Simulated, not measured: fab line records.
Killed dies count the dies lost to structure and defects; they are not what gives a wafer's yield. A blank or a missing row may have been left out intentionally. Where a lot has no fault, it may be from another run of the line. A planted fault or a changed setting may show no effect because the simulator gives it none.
Matching of chambers    flow berkeleyCmos170    UCB170_V1_CVD_00 on pecvd-01: 3 sister chambers
The step deposits SiO2 from TEOS/O2, target thk 2000 nm, time 250 s. 6 wafers are shown with their chamber, then 7 later ones without.

== EACH WAFER AND ITS CHAMBER ==
wafer   chamber  heaterPowerW (W)  susceptorTempC (C)
L257.3  1        333               390.05
L257.4  2        250               390.00
L259.3  2        218               390.14
L259.5  1        294               390.32
L270.3  0        215               390.07
L270.4  0        155               390.15

== WAFERS WHOSE CHAMBER IS MISSING ==
wafer   heaterPowerW (W)  susceptorTempC (C)
L270.5  300               389.73
L269.1  176               390.26
L269.3  202               389.83
L269.4  296               390.03
L271.2  380               389.91
L271.4  152               390.04
L271.6  288               389.87

== EACH ONE'S CHAMBER ==
wafer   from the rows above           in truth
L270.5  can't be placed: 2 or 1 or 0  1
L269.1  can't be placed: 0 or 2       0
L269.3  can't be placed: 2 or 0       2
L269.4  can't be placed: 1 or 2       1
L271.2  can't be placed: 1 or 2       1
L271.4  can't be placed: 0 or 2       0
L271.6  can't be placed: 2 or 1 or 0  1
Correctly placed: 0 of 7. Not placeable from these rows: 7 (in 7, the candidates include the true chamber). Number placed wrongly: 0.
How it was worked out, from the rows above alone: a wafer's distance from a chamber is the root of the sum, over the readings, of the square of ((its reading less the chamber's mean) divided by the reading's scatter). If the next closest chamber is less than 2 further off than the closest, the wafer can't be placed; otherwise it belongs to the closest. Each chamber's mean is taken over the wafers shown for it. How the scatter is found: for the shown wafers, subtract from each reading the mean of its chamber, square and add these, divide the total by (wafers less chambers), then take the root.
